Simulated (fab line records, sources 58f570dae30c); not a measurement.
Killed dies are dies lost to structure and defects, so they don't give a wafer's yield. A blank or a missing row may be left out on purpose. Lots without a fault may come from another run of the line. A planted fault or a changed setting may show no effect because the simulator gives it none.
Chamber matching | flow berkeley_cmos170 | UCB170_GATE_ETCH_14 on rie_diel-04: 4 sister chambers
The step etches BARC in N2/H2. 4 wafers are shown with their chamber, then 7 later ones without.

WAFERS WITH THEIR CHAMBER
wafer  | chamber | throttle_valve_pct (%)
L603.1 | 3       | 13.25
L603.6 | 2       | 13.51
L608.1 | 1       | 13.37
L608.3 | 0       | 13.45

WAFERS WITHOUT THEIR CHAMBER
wafer  | throttle_valve_pct (%)
L608.5 | 13.27
L612.1 | 13.51
L612.3 | 13.25
L612.4 | 13.45
L614.1 | 13.49
L614.2 | 13.44
L614.4 | 13.36

WHICH CHAMBER EACH WENT THROUGH
wafer  | from the rows above     | in truth
L608.5 | 3                       | 3
L612.1 | 2                       | 2
L612.3 | 3                       | 3
L612.4 | 0                       | 0
L614.1 | can't be placed: 2 or 0 | 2
L614.2 | 0                       | 0
L614.4 | 1                       | 1
Placed correctly: 6 of 7. Can't be placed from these rows: 1 (the true chamber is among the candidates in 1). Placed wrongly: 0.
How it was worked out, from the rows above alone: a wafer's distance from a chamber is the root of the sum, over the readings, of the square of ((its reading less the chamber's mean) divided by the reading's scatter). The wafer belongs to the nearest chamber; if the next one is less than 2 further off, it can't be placed. A chamber's mean is the mean of its shown wafers. The scatter: with one shown wafer a chamber, the root of the mean of the squares of how far each hidden wafer lies from its nearest shown one.
